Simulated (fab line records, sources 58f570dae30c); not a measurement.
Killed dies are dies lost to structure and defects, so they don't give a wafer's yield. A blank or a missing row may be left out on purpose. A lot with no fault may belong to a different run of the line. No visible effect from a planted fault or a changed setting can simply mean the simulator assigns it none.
Comparing a struck lot with a sound one :: flow berkeley cmos170 :: 14 steps out of a route of 331
Sound: these wafers, L917.1, L917.3, L917.5. Wafers struck: L909.1, L909.2, L909.4. At the end, the cause is stated.
Order at every step that has rows: each side's tool, ch and its chambers, its first start. Under that, the readings that differ: sound wafers :: struck wafers :: difference of the means :: sigmas: that difference in standard deviations of wafers without a fault.
alike: words and numbers the same on both sides, and readings whose means are apart by under 2 such deviations; not compared: readings that were withheld, readings missing a value for some wafer, numbers with overlapping values and no deviation given by the record, and bounds like >300 which may hide the same value.
The two part at a step that has a row with sigmas, a row that says differs or no value, or rows on one side only. Numbers that don't overlap but have no deviation are shown without sigmas and don't part them. A reading missing from all wafers of one side parts the sides only when that side holds two or more wafers.

first, 2 steps without rows for these wafers: UCB170_ACTIVE_PEB_11; UCB170_ACTIVE_DEVELOP_12 (develop time 45 s).
UCB170_ACTIVE_CD_MEAS_13: target cd 1200 nm.
  sound: cd sem-02 at day 8 07:19; struck: cd sem-01 at day 6 21:20
  alike: cd nm
UCB170_ACTIVE_OVL_MEAS_14:
  sound: overlay-02 at day 8 07:26; struck: overlay-02 at day 6 21:27
  alike: ACTIVE_OVL
UCB170_ACTIVE_ETCH_15: etches Si3N4 in CH3F/Ar/O2, stops on SiO2, target depth 242 nm, time 151 s.
  sound on rie diel-01 ch 1,2, day 8 07:28; struck on rie diel-02 ch 0,1,3, day 6 21:29
  alike: drypump motor current A, oes product au, throttle valve pct
  not compared: rf hours counter h
UCB170_ACTIVE_STRIP_16: strips in O2.
  sound on plasma asher-01 ch 0,1, day 8 07:34; struck on plasma asher-01 ch 0,1, day 6 21:35
  alike: drypump motor current A, oes product au, strip time to endpoint s
  not compared: rf hours counter h
UCB170_ACTIVE_CD_MEAS_90: target cd 1200 nm.
  sound: cd sem-02 at day 8 07:43; struck: cd sem-01 at day 6 21:41
  alike: cd nm
then, 5 steps without rows for these wafers: UCB170_ACTIVE_CLEAN_17 (cleans in SPM, time 600 s); UCB170_PFIELD_HMDS_00 (prime time 60 s); UCB170_PFIELD_COAT_01 (resist thk 900 nm); UCB170_PFIELD_SOFTBAKE_02 (time 60 s); UCB170_PFIELD_EXPOSE_03 (exposes mask PFIELD, target cd 1500 nm).
UCB170_PFIELD_PEB_04:
  sound on litho track-04 ch 0, day 8 08:41; struck on litho track-04, day 6 23:38
  no value came back on the struck wafers for chill plate temp C (C), exhaust pa (Pa); on the sound wafers chill plate temp C (C) reads 23.06 23.08 23.12
then, 1 step without rows for these wafers: UCB170_PFIELD_DEVELOP_05 (develop time 45 s).

== WHERE THEY PART ==
Only at UCB170_PFIELD_PEB_04, as far as this record shows.

WHY: what the simulator had put in
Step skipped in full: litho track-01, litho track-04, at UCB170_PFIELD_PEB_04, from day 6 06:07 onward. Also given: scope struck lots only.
